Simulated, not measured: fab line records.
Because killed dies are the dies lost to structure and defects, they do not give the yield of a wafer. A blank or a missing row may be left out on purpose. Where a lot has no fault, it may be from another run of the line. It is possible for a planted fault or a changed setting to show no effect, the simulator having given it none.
Which of the tools did it? + flow berkeley_cmos170 + 14 lots with 41 wafers sampled at 4 steps, on a route of 331 steps

== WHAT THE GAUGES READ, wafer by wafer ==
UCB170_M3_CD_MEAS_15 targets a cd of 700 nm.
| lot  | measured     | on        | cd_nm (nm)        |
|------|--------------|-----------|-------------------|
| L431 | day 7 09:53  | cd_sem-01 | 700.9 700.8 699.6 |
| L433 | day 7 20:22  | cd_sem-01 | 698.8 698.8 698.1 |
| L432 | day 7 21:20  | cd_sem-02 | 700.1 700.9 700.9 |
| L435 | day 7 21:34  | cd_sem-02 | 700.7 701.3 700.7 |
| L436 | day 8 01:46  | cd_sem-02 | 699.1 699.3 700.6 |
| L434 | day 8 02:02  | cd_sem-01 | 702.5 702.4 701.7 |
| L439 | day 9 18:14  | cd_sem-01 | 701.7 701.4 700.8 |
| L441 | day 10 03:47 | cd_sem-01 | 699.2 698.9       |
| L444 | day 10 22:49 | cd_sem-01 | 701.3 699.8 700.3 |
| L446 | day 11 17:40 | cd_sem-01 | 699.8 700.0 701.1 |
| L448 | day 12 02:39 | cd_sem-01 | 698.1 699.6 696.5 |
| L453 | day 12 14:11 | cd_sem-01 | 701.2 700.3 701.9 |
| L450 | day 12 14:22 | cd_sem-01 | 700.9 701.3 700.5 |
| L454 | day 13 15:28 | cd_sem-01 | 702.0 702.6 701.0 |

UCB170_M3_BOW_MEAS_20.
| lot  | measured     | on            | M3_BOW (um) |
|------|--------------|---------------|-------------|
| L431 | day 7 10:29  | film_metro-02 | 37 40 30    |
| L433 | day 7 20:58  | film_metro-04 | 36 23 33    |
| L432 | day 7 21:56  | film_metro-03 | 35 41 39    |
| L435 | day 7 22:10  | film_metro-04 | 26 22 33    |
| L436 | day 8 02:22  | film_metro-02 | 36 33 31    |
| L434 | day 8 02:38  | film_metro-04 | 31 37 32    |
| L439 | day 9 18:51  | film_metro-02 | 31 42 35    |
| L441 | day 10 04:24 | film_metro-02 | 27 23       |
| L444 | day 10 23:31 | film_metro-02 | 37 46 37    |
| L446 | day 11 18:30 | film_metro-02 | 30 41 31    |
| L448 | day 12 03:15 | film_metro-04 | 38 44 39    |
| L453 | day 12 14:47 | film_metro-03 | 53 30 30    |
| L450 | day 12 14:59 | film_metro-02 | 25 39 26    |
| L454 | day 13 16:04 | film_metro-02 | 40 35 34    |

== TOOL THAT RAN EACH LOT (tool first, then ch and the chambers of the sampled wafers, then the start) ==
| lot  | UCB170_V2_CVD_00                | UCB170_V2_STRIP_15                   |
|------|---------------------------------|--------------------------------------|
| L431 | pecvd-03 ch 0,2, day 7 05:06    | plasma_asher-04 ch 0,1, day 7 07:31  |
| L433 | pecvd-03 ch 0,1, day 7 15:37    | plasma_asher-04 ch 0,1, day 7 17:47  |
| L432 | pecvd-02 ch 1,2, day 7 16:03    | plasma_asher-01 ch 0,1, day 7 18:49  |
| L435 | pecvd-03 ch 0,1, day 7 16:17    | plasma_asher-01 ch 0,1, day 7 19:16  |
| L436 | pecvd-04 ch 0,2, day 7 21:13    | plasma_asher-02 ch 0,1, day 7 23:21  |
| L434 | pecvd-02 ch 1,2, day 7 21:28    | plasma_asher-01 ch 0,1, day 7 23:38  |
| L439 | pecvd-03 ch 1,2, day 9 12:38    | plasma_asher-01 ch 0,1, day 9 15:47  |
| L441 | pecvd-02 ch 1,2, day 9 23:11    | plasma_asher-01 ch 0,1, day 10 01:16 |
| L444 | pecvd-02 ch 1,2, day 10 17:44   | plasma_asher-01 ch 0,1, day 10 20:26 |
| L446 | pecvd-03 ch 0,1,2, day 11 10:11 | plasma_asher-01 ch 0,1, day 11 12:14 |
| L448 | pecvd-03 ch 0,1,2, day 11 22:14 | plasma_asher-02 ch 0,1, day 12 00:26 |
| L453 | pecvd-03 ch 1,2, day 12 09:17   | plasma_asher-02 ch 0,1, day 12 11:33 |
| L450 | pecvd-04 ch 0,2, day 12 09:24   | plasma_asher-04 ch 0,1, day 12 11:47 |
| L454 | pecvd-04 ch 0,1,2, day 13 09:49 | plasma_asher-02 ch 0,1, day 13 12:28 |
- UCB170_V2_CVD_00: deposits SiO2 from TEOS/O2, target thk 2000 nm, time 250 s.
- UCB170_V2_STRIP_15: strips in O2.

== AS READ BY THE TOOLS THEMSELVES (means over the sampled wafers that have a number; for cases with no such wafer, the mark the record gives instead) ==
UCB170_V2_CVD_00.
| lot  | tool     | heater_power_w (W) |
|------|----------|--------------------|
| L431 | pecvd-03 | 262                |
| L433 | pecvd-03 | 262                |
| L432 | pecvd-02 | 233                |
| L435 | pecvd-03 | 265                |
| L436 | pecvd-04 | 347                |
| L434 | pecvd-02 | 204                |
| L439 | pecvd-03 | 237                |
| L441 | pecvd-02 | 220                |
| L444 | pecvd-02 | 224                |
| L446 | pecvd-03 | 239                |
| L448 | pecvd-03 | 244                |
| L453 | pecvd-03 | 237                |
| L450 | pecvd-04 | 313                |
| L454 | pecvd-04 | 300                |

UCB170_V2_STRIP_15.
| lot  | tool            | chamber_pressure_mTorr (mTorr) | drypump_motor_current_A (A) | oes_product_au (a.u.) | strip_time_to_endpoint_s (s) |
|------|-----------------|--------------------------------|-----------------------------|-----------------------|------------------------------|
| L431 | plasma_asher-04 | 3496                           | 5.4                         | 0.723                 | 15.25                        |
| L433 | plasma_asher-04 | 3500                           | 5.9                         | 0.721                 | 15.19                        |
| L432 | plasma_asher-01 | 3498                           | 5.0                         | 0.723                 | 15.21                        |
| L435 | plasma_asher-01 | 3500                           | 5.0                         | 0.724                 | 15.37                        |
| L436 | plasma_asher-02 | 3498                           | 6.1                         | 0.719                 | 15.26                        |
| L434 | plasma_asher-01 | 3499                           | 5.0                         | 0.724                 | 15.06                        |
| L439 | plasma_asher-01 | 3501                           | 5.0                         | 0.722                 | 15.14                        |
| L441 | plasma_asher-01 | 3500                           | 5.0                         | 0.722                 | 15.35                        |
| L444 | plasma_asher-01 | 3501                           | 5.0                         | 0.723                 | 15.42                        |
| L446 | plasma_asher-01 | 3497                           | 5.0                         | 0.721                 | 15.22                        |
| L448 | plasma_asher-02 | 3498                           | 6.1                         | 0.723                 | 15.29                        |
| L453 | plasma_asher-02 | 3500                           | 5.7                         | 0.725                 | 15.30                        |
| L450 | plasma_asher-04 | 3502                           | 5.9                         | 0.723                 | 15.07                        |
| L454 | plasma_asher-02 | 3497                           | 5.7                         | 0.723                 | 15.18                        |

== THE ANSWER, worked out from the rows above alone ==
Rule: the lots themselves supply what counts as usual. The widest of any qualifying gaps counts: lots, ordered by their means at a reading, are off when they make up no more than a third of the lots, leave a main group of 4 or more, and stand apart from it by 3 or more times the standard deviation of that group's means. Not used: any main group whose means are identical at the precision the tables above print for the reading. A lot without any number at a reading at which 4 lots or more have one is off too. Any other lot the step has rows for is counted as sound. After the gauges, taken in route order, come the tools' own readings; for these a lot's mean is taken, as printed above. At the first step where some lot is off, the reading lying furthest off is the one used; lots without a number count as furthest.
No lot is off on any of the readings shown, so nothing can be concluded from this.

== WHAT HAD BEEN PUT IN BY THE SIMULATOR ==
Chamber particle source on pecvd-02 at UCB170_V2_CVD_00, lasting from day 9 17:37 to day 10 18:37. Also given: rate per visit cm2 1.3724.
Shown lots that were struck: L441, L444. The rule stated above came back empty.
